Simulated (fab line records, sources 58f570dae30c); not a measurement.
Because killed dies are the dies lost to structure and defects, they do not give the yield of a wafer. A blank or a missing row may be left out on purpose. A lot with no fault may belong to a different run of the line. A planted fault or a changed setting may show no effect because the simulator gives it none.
Matching of chambers | flow berkeley_cmos170 | UCB170_SPACER_ETCHBACK_03 on rie_diel-02: 4 sister chambers
The step etches SiO2 in CHF3/CF4/Ar, stops on Si, target depth 376 nm, time 100 s. 14 wafers are shown with their chamber, then 7 later ones without.

EACH WAFER AND ITS CHAMBER
wafer  | chamber | drypump_motor_current_A (A) | throttle_valve_pct (%) | run_length_s (s)
L361.1 | 1       | 6.2                         | 6.55                   | 128.8
L361.4 | 3       | 5.1                         | 6.39                   | 129.3
L361.5 | 2       | 5.4                         | 6.51                   | 127.8
L362.4 | 1       | 6.2                         | 6.53                   | 128.4
L362.5 | 2       | 5.5                         | 6.49                   | 127.8
L362.6 | 3       | 5.1                         | 6.40                   | 128.6
L366.1 | 0       | 5.3                         | 6.28                   | 128.8
L366.2 | 2       | 5.4                         | 6.52                   | 127.7
L366.6 | 0       | 5.3                         | 6.27                   | 128.8
L370.2 | 2       | 5.5                         | 6.50                   | 128.1
L370.3 | 1       | 6.2                         | 6.54                   | 128.4
L370.5 | 2       | 5.5                         | 6.49                   | 128.0
L373.1 | 3       | 5.1                         | 6.42                   | 128.7
L373.2 | 0       | 5.3                         | 6.29                   | 128.6

SIGNATURES (averages over the wafers above)
reading                 | chamber 0 | chamber 1 | chamber 2 | chamber 3 | scatter within a chamber
drypump_motor_current_A | 5.300     | 6.200     | 5.460     | 5.100     | 0.0346
throttle_valve_pct      | 6.2800    | 6.5400    | 6.5020    | 6.4033    | 0.0124
run_length_s            | 128.733   | 128.533   | 127.880   | 128.867   | 0.23
Rule: for each reading, subtract the chamber's mean from the wafer's reading, divide by that reading's scatter and square the result; add these up over the readings and take the root, which gives the wafer's distance from the chamber. The wafer belongs to the nearest chamber; if the next one is less than 2 further off, it can't be placed. How the scatter is found: for the shown wafers, subtract from each reading the mean of its chamber, square and add these, divide the total by (wafers less chambers), then take the root.

WAFERS WITH NO CHAMBER GIVEN
wafer  | drypump_motor_current_A (A) | throttle_valve_pct (%) | run_length_s (s)
L373.4 | 6.2                         | 6.53                   | 128.2
L381.1 | 6.2                         | 6.53                   | 128.6
L381.2 | 5.3                         | 6.29                   | 128.5
L381.3 | 5.1                         | 6.41                   | 128.6
L382.1 | 5.3                         | 6.28                   | 129.1
L382.2 | 5.4                         | 6.50                   | 127.9
L382.4 | 6.2                         | 6.53                   | 128.3

WHICH CHAMBER EACH ONE RAN IN
wafer  | from the rows above | in truth
L373.4 | 1                   | 1
L381.1 | 1                   | 1
L381.2 | 0                   | 0
L381.3 | 3                   | 3
L382.1 | 0                   | 0
L382.2 | 2                   | 2
L382.4 | 1                   | 1
Correct placement for 7 of the 7. Left unplaced by these rows: 0. Wrongly placed: 0.
